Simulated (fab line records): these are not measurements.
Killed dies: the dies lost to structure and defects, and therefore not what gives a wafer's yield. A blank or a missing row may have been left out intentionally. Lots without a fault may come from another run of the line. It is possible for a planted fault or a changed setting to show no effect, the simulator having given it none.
A struck lot beside a sound one :: flow rit-cmos :: 21 steps out of a route of 202
Sound: wafers L584.2, L584.3, L584.4. The struck wafers were L595.3, L595.4, L595.6. The cause comes at the end.
For every step that has rows: the tool of each side, followed by ch and its chambers, followed by its first start. Under that, the readings that differ: sound wafers :: struck wafers :: difference of the means :: sigmas: that difference in standard deviations of wafers without a fault.
alike: a reading whose means differ by less than 2 such deviations, as well as words and numbers matching on both sides. not compared: withheld readings; readings where some wafer has no value; bounds like >300 that might hide an equal value; numbers whose values overlap and for which the record gives no deviation.
A row with sigmas, a row that says differs or no value, or rows on one side alone: a step with any of these is where the two part. Numbers that have no deviation but don't overlap get no sigmas and don't part them. A reading that every wafer of one side lacks parts them only if that side has two wafers or more.

first, 3 steps without rows for these wafers: RIT_GATE_CLEAN_02 (cleans in dHF, time 30 s); RIT_GATE_CLEAN_03 (cleans in SC2, time 600 s); RIT_GATE_CLEAN_04 (cleans in dHF, time 60 s).
RIT_FOX2_THK_MEAS_91:
  sound on film-metro-02 at day 3 15:36; struck on film-metro-03 at day 5 22:44
  alike: FIELD_OXIDE_LEFT_2_THK
then, 2 steps without rows for these wafers: RIT_GATE_OXIDATION_05 (target thk 3 nm, ox time 270 s); RIT_GATE_ANNEAL_06 (time 600 s).
RIT_GATE_THK_MEAS_07:
  sound on film-metro-03 at day 3 17:31; struck on film-metro-02 at day 6 00:34
reading: GATE_OXIDE_THK (nm)
sound: 2.90 2.91 2.94
struck: 3.16 3.10 3.11
difference: +0.21
sigmas: +3
then, 1 step without rows for these wafers: RIT_GATE_CVD_08 (deposits poly-Si from SiH4, target thk 250 nm, time 2220 s).
RIT_GATE_THK_MEAS_09:
  sound on film-metro-02 at day 3 19:12; struck on film-metro-03 at day 6 03:03
  alike: GATE_POLY_THK
then, 3 steps without rows for these wafers: RIT_GATE_HMDS_10 (prime time 60 s); RIT_GATE_COAT_11 (resist thk 850 nm); RIT_GATE_SOFTBAKE_12 (time 60 s).
RIT_GATE_EXPOSE_13: exposes mask M6, target cd 150 nm.
  sound on iline-stepper-02 ch 0, day 3 19:51; struck on iline-stepper-02 ch 0, day 6 03:35
reading: exposure-dose-mJ-cm2
sound: 380.0 379.9 380.3
struck: 318.3 318.6 318.7
difference: -61.5
sigmas: -99 or more
  alike: mask
then, 2 steps without rows for these wafers: RIT_GATE_PEB_14; RIT_GATE_DEVELOP_15 (develop time 50 s).
RIT_GATE_CD_MEAS_16: target cd 150 nm.
  sound on cd-sem-02 at day 3 20:15; struck on cd-sem-02 at day 6 03:59
reading: cd-nm (nm)
sound: 150.1 149.1 147.5
struck: 240.8 241.3 239.1
difference: +91.5
sigmas: +40
RIT_GATE_OVL_MEAS_17:
  sound on overlay-01 at day 3 20:21; struck on overlay-02 at day 6 04:04
  alike: GATE_OVL
then, 1 step without rows for these wafers: RIT_GATE_HARDBAKE_18 (time 60 s).
RIT_GATE_ETCH_19: etches poly-Si in SF6/CHF3/O2, stops on SiO2, time 165 s, target depth 312.5 nm.
  sound on rie-si-01 ch 1,2,3, day 3 20:32; struck on rie-si-02 ch 1,2, day 6 04:14
reading: drypump-motor-current-A (A)
sound: 6.6 6.0 6.2
struck: 5.2 5.1 5.2
difference: -1.1
sigmas: -2

reading: model.GATE.cd-nm (nm)
sound: 150.2 149.1 147.6
struck: 240.8 240.9 239.3
difference: +91.4
sigmas: 
  alike: oes-product-au, throttle-valve-pct
  not compared: rf-hours-counter-h
RIT_GATE_STRIP_20: strips in O2, time 180 s.
  sound on plasma-asher-01 ch 0,1, day 3 20:38; struck on plasma-asher-01 ch 0,1, day 6 04:25
  alike: drypump-motor-current-A
  not compared: rf-hours-counter-h
RIT_M1_PROBE_99:
  sound on prober-01 at day 4 17:02; struck on prober-02 at day 7 00:11
reading: killed-at-front-end
sound: 5 2 6
struck: 264 264 263
difference: +259
sigmas: +86

reading: killed-dies
sound: 5 2 6
struck: 264 264 264
difference: +260
sigmas: +84

reading: killed-on-rim
sound: 0 1 3
struck: 70 70 70
difference: +69
sigmas: +46
  alike: killed-at-contacts, killed-open, killed-short

WHERE THEY PART
Last at RIT_M1_PROBE_99 as far as this record goes, first at RIT_GATE_THK_MEAS_07.

WHY: whatever the simulator had introduced
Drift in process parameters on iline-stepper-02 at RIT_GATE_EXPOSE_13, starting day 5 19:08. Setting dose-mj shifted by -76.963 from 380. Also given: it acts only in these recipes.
